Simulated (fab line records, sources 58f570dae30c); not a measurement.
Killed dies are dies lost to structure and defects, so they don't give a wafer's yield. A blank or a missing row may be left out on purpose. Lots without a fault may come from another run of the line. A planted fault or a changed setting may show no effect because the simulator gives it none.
One fault seen from 2 desks | flow berkeley_cmos170 | each desk has only its own numbers; what lay behind them comes last

THE TOOL OWNER'S DESK: rie_metal-01
The tool's own readings at UCB170_M1_METAL_ETCH_12 (etches Al in Cl2/BCl3, stops on PSG, target depth 780 nm, time 130 s): means of the sampled wafers that have a number, for each lot that ran on this tool. A lot is out of limits, marked OUT, if its mean lies more than 4 standard deviations from the usual mean; the brackets give that distance.
Columns: A = drypump_motor_current_A at UCB170_M1_METAL_ETCH_12, usual 5.8 A; B = he_backside_leak_sccm at UCB170_M1_METAL_ETCH_12, usual 3.40 sccm; C = oes_product_au at UCB170_M1_METAL_ETCH_12, usual 0.859 a.u.; D = run_length_s at UCB170_M1_METAL_ETCH_12, usual 158.3 s; E = throttle_valve_pct at UCB170_M1_METAL_ETCH_12, usual 24.41 %
lot  | first seen here | A   | B    | C     | D               | E
L493 | day 7 10:09     | 5.4 | 3.57 | 0.822 | 158.5           | 24.24
L495 | day 8 00:14     | 5.3 | 3.48 | 0.868 | 158.0           | 24.47
L499 | day 8 09:24     | 5.3 | 3.58 | 0.845 | 158.2           | 24.34
L503 | day 9 09:09     | 5.3 | 3.44 | 0.848 | 158.2           | 24.35
L511 | day 11 04:25    | 5.2 | 3.45 | 0.789 | 186.9 (+51) OUT | 24.64
L514 | day 12 08:56    | 5.3 | 3.35 | 0.778 | 187.4 (+52) OUT | 24.50
This desk's finding: out of limits on L511, L514; first on L511, day 11 04:25 (run_length_s at UCB170_M1_METAL_ETCH_12). In limits: L493, L495, L499, L503.

THE METROLOGY DESK
What the gauges read, lot by lot, whatever tool the lot ran on: means of the sampled wafers that have a number. A lot is out of limits, marked OUT, if its mean lies more than 4 standard deviations from the usual mean; the brackets give that distance.
Columns: A = SILICIDE_TI_THK at UCB170_SILICIDE_THK_MEAS_03, usual 29.9 nm; B = M1_AL_RS at UCB170_M1_RS_MEAS_01, usual 0.0486 ohm/sq
lot  | first seen here | A    | B
L493 | day 7 01:08     | 30.1 | 0.0493
L495 | day 7 16:50     | 29.8 | 0.0486
L498 | day 8 00:26     | 29.3 | 0.0486
L499 | day 8 00:37     | 30.1 | 0.0488
L497 | day 8 00:43     | 29.8 | 0.0488
L503 | day 9 02:57     | 30.3 | 0.0481
L505 | day 9 10:16     | 30.0 | 0.0481
L506 | day 9 10:29     | 30.0 | 0.0482
L508 | day 10 05:05    | 30.0 | 0.0486
L511 | day 10 20:04    | 30.2 | 0.0489
L513 | day 11 06:10    | 30.2 | 0.0482
L516 | day 11 17:35    | 29.7 | 0.0487
L514 | day 12 02:06    | 29.7 | 0.0484
L515 | day 12 07:27    | 29.7 | 0.0489
This desk's finding: nothing out of limits on any of the 14 lots.

PUT TOGETHER
The tool owner's desk could have raised an alarm at day 11 04:25, on L511, L514.
The metrology desk saw nothing out of limits.
The metrology desk has L511, L514 on record, within its limits.
Of the lots named, all ran UCB170_M1_METAL_ETCH_12 on rie_metal-01.

WHAT THE SIMULATOR HAD PUT IN
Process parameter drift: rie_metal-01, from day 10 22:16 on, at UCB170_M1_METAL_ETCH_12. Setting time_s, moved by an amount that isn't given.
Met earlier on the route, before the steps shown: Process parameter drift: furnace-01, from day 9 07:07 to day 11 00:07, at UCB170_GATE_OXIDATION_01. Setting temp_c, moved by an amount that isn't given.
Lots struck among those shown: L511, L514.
Hours from the fault's start to each desk's first reading out of limits: the tool owner's desk, 6.
